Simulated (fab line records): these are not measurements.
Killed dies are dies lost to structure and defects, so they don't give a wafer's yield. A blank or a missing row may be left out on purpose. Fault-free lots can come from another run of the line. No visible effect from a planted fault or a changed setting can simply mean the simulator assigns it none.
The tool behind it: which one?	flow berkeleyCmos170	14 lots with 42 wafers sampled at 6 steps, on a route of 331 steps

== WHAT THE GAUGES SHOWED, per wafer ==
UCB170_PSD_CD_MEAS_06: target cd 1200 nm.
lot	measured	on	cdNm (nm)
L373	day 7 09:37	cdSem-02	1199.2 1199.1 1200.5
L374	day 7 10:04	cdSem-02	1199.6 1201.6 1201.0
L375	day 7 10:13	cdSem-01	1199.1 1200.3 1200.5
L376	day 8 09:49	cdSem-02	1198.9 1201.4 1199.8
L377	day 8 10:06	cdSem-02	1199.9 1199.2 1200.4
L379	day 8 10:22	cdSem-01	1202.9 1200.3 1201.0
L378	day 8 10:56	cdSem-02	1198.1 1198.9 1198.0
L381	day 9 04:53	cdSem-01	1199.0 1200.3 1198.9
L382	day 9 05:08	cdSem-01	1198.6 1198.8 1198.5
L384	day 10 02:46	cdSem-02	1197.1 1199.7 1198.2
L390	day 11 02:39	cdSem-01	1199.0 1199.1 1198.5
L389	day 11 16:04	cdSem-02	1201.0 1200.2 1199.8
L395	day 12 19:25	cdSem-02	1200.4 1198.8 1201.0
L396	day 12 19:41	cdSem-01	1197.5 1198.3 1198.1

UCB170_PSD_OVL_MEAS_07.
lot	measured	on	PSD_OVL (nm)
L373	day 7 09:43	overlay-02	-13 -10 -10
L374	day 7 10:10	overlay-02	4 4 -4
L375	day 7 10:20	overlay-01	0 3 3
L376	day 8 09:54	overlay-01	-3 -7 -9
L377	day 8 10:13	overlay-02	7 -13 -7
L379	day 8 10:29	overlay-01	-8 -14 -11
L378	day 8 11:04	overlay-02	-3 -1 7
L381	day 9 04:59	overlay-02	1 -5 -7
L382	day 9 05:16	overlay-02	-3 10 -7
L384	day 10 02:53	overlay-02	13 -6 -3
L390	day 11 02:46	overlay-01	-12 -6 -4
L389	day 11 16:11	overlay-01	-6 5 -5
L395	day 12 19:31	overlay-02	-7 -7 -2
L396	day 12 19:48	overlay-02	-22 -19 -22

UCB170_SILICIDE_RS_MEAS_02: a four-point-probe measurement.
lot	measured	on	SILICIDE_TI_RS (ohm/sq)
L373	day 7 14:23	filmMetro-02	26.1 26.1 26.4
L374	day 7 14:56	filmMetro-02	25.7 25.7 25.5
L375	day 7 15:04	filmMetro-04	26.9 26.6 26.5
L376	day 8 14:53	filmMetro-02	26.2 26.3 26.4
L377	day 8 15:09	filmMetro-04	25.7 25.9 25.8
L379	day 8 15:26	filmMetro-02	25.8 25.6 25.8
L378	day 8 16:01	filmMetro-03	26.3 26.1 26.0
L381	day 9 10:49	filmMetro-02	25.6 25.8 25.6
L382	day 9 10:56	filmMetro-04	25.6 25.7 25.6
L384	day 10 08:15	filmMetro-03	25.9 25.5 25.6
L390	day 11 07:45	filmMetro-02	16.4 16.4 16.3 16.5 16.5 16.4
L389	day 11 20:56	filmMetro-04	16.5 16.5 16.7 16.6 16.6 16.8
L395	day 12 23:56	filmMetro-02	26.0 26.0 26.1
L396	day 13 00:58	filmMetro-04	26.8 27.0 26.8

UCB170_SILICIDE_THK_MEAS_03: measures by xrf.
lot	measured	on	SILICIDE_TI_THK (nm)
L373	day 7 14:29	filmMetro-02	29.6 29.5 29.3
L374	day 7 15:02	filmMetro-02	30.0 30.0 30.2
L375	day 7 15:11	filmMetro-04	29.0 29.3 29.4
L376	day 8 14:58	filmMetro-02	29.3 29.4 29.4
L377	day 8 15:16	filmMetro-04	30.1 29.9 29.9
L379	day 8 15:34	filmMetro-02	29.8 30.1 29.8
L378	day 8 16:08	filmMetro-03	29.6 29.7 29.8
L381	day 9 10:56	filmMetro-02	30.1 30.0 30.2
L382	day 9 11:03	filmMetro-04	30.3 30.1 30.5
L384	day 10 08:22	filmMetro-03	30.1 30.3 30.2
L390	day 11 10:25	filmMetro-02	44.2 44.1 44.4 44.0 44.4 44.3
L389	day 12 03:28	filmMetro-04	43.7 43.9 43.5 43.8 43.8 43.6
L395	day 13 00:03	filmMetro-02	29.9 29.9 29.7
L396	day 13 01:05	filmMetro-04	28.9 28.8 28.8

== TOOL THAT RAN EACH LOT (tool first, then ch and the chambers of the sampled wafers, then the start) ==
lot	UCB170_NSD_STRIP_09	UCB170_SILICIDE_SPUTTER_01
L373	plasmaAsher-04 ch 0,1, day 7 12:23	pvdSputter-01, day 7 14:19
L374	plasmaAsher-04 ch 0,1, day 7 12:55	pvdSputter-02, day 7 14:52
L375	plasmaAsher-01 ch 0,1, day 7 13:04	pvdSputter-01, day 7 15:02
L376	plasmaAsher-02 ch 0,1, day 8 12:33	pvdSputter-01, day 8 14:47
L377	plasmaAsher-01 ch 0,1, day 8 13:15	pvdSputter-02, day 8 15:07
L379	plasmaAsher-04 ch 0,1, day 8 13:17	pvdSputter-03, day 8 15:25
L378	plasmaAsher-01 ch 0,1, day 8 13:44	pvdSputter-01, day 8 15:59
L381	plasmaAsher-01 ch 0,1, day 9 06:49	pvdSputter-01, day 9 10:46
L382	plasmaAsher-02 ch 0,1, day 9 07:11	pvdSputter-03, day 9 10:54
L384	plasmaAsher-02 ch 0,1, day 10 05:17	pvdSputter-03, day 10 08:12
L390	plasmaAsher-04 ch 0,1, day 11 05:43	pvdSputter-03, day 11 07:43
L389	plasmaAsher-02 ch 0,1, day 11 18:44	pvdSputter-03, day 11 20:54
L395	plasmaAsher-04 ch 0,1, day 12 22:06	pvdSputter-01, day 12 23:53
L396	plasmaAsher-04 ch 0,1, day 12 22:32	pvdSputter-01, day 13 00:55
- UCB170_NSD_STRIP_09: strips in O2.
- UCB170_SILICIDE_SPUTTER_01: material Ti, target thk 30 nm, time 25 s.

== AS READ BY THE TOOLS THEMSELVES (means over the sampled wafers that have a number; for cases with no such wafer, the mark the record gives instead) ==
UCB170_NSD_STRIP_09.
lot	tool	chamberPressureMTorr (mTorr)	drypumpMotorCurrentA (A)	oesProductAu (a.u.)	stripTimeToEndpointS (s)
L373	plasmaAsher-04	3500	5.95	0.540	35.78
L374	plasmaAsher-04	3496	5.93	0.533	35.85
L375	plasmaAsher-01	3499	6.12	0.533	35.83
L376	plasmaAsher-02	3503	6.21	0.534	35.88
L377	plasmaAsher-01	3500	6.06	0.535	35.89
L379	plasmaAsher-04	3499	6.15	0.534	35.86
L378	plasmaAsher-01	3499	6.13	0.531	35.71
L381	plasmaAsher-01	3503	6.14	0.532	35.81
L382	plasmaAsher-02	3499	6.06	0.538	35.77
L384	plasmaAsher-02	3502	6.06	0.537	35.86
L390	plasmaAsher-04	3502	5.94	0.533	35.81
L389	plasmaAsher-02	3513	6.24	0.528	35.83
L395	plasmaAsher-04	3498	6.17	0.534	35.88
L396	plasmaAsher-04	3501	5.94	0.536	35.80

UCB170_SILICIDE_SPUTTER_01.
lot	tool	throttleValvePct (%)
L373	pvdSputter-01	30.2
L374	pvdSputter-02	31.2
L375	pvdSputter-01	30.9
L376	pvdSputter-01	31.2
L377	pvdSputter-02	29.8
L379	pvdSputter-03	30.3
L378	pvdSputter-01	30.5
L381	pvdSputter-01	30.5
L382	pvdSputter-03	30.3
L384	pvdSputter-03	30.3
L390	pvdSputter-03	30.3
L389	pvdSputter-03	30.0
L395	pvdSputter-01	30.5
L396	pvdSputter-01	30.9

== THE ANSWER, worked out from the rows above alone ==
Rule: what is usual is taken from the lots themselves. Put in order of their means at a reading, lots are off if they are a third of the lots or fewer, leave a main group of 4 or more, and stand apart from it by a gap of 3 or more times the standard deviation of the main group's means; of several such gaps the widest counts. A main group whose means are all the same, to the digits that the tables above print for the reading, isn't used. A lot without any number at a reading at which 4 lots or more have one is off too. All remaining lots with rows at the step are treated as sound. Order of review: gauges by route order, followed by the tools' own readings, for which a lot's mean as printed above is used. The first step at which some lot is off is used, and at that step the reading that is off furthest; a lot without a number counts as furthest.
Off: L390, L389, at UCB170_SILICIDE_RS_MEAS_02 (SILICIDE_TI_RS). Main group: mean 26.0 ohm/sq, sd 0.4.
A tool fits if, at a process step before that reading, it ran every lot that is off, and no sound lot after the first of them. The gauges at UCB170_SILICIDE_RS_MEAS_02 are tried like those tools. One fits: UCB170_SILICIDE_SPUTTER_01 on pvdSputter-03. A fault onset in the window from L384 (day 10 08:12, its last sound lot) to L390 (day 11 07:43, its first lot off) fits.

== WHAT THE SIMULATOR PUT IN ==
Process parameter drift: pvdSputter-03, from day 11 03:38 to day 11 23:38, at UCB170_SILICIDE_SPUTTER_01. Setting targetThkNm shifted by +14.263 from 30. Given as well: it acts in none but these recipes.
Struck lots among those shown: L390, L389. This agrees with what the rule above found.
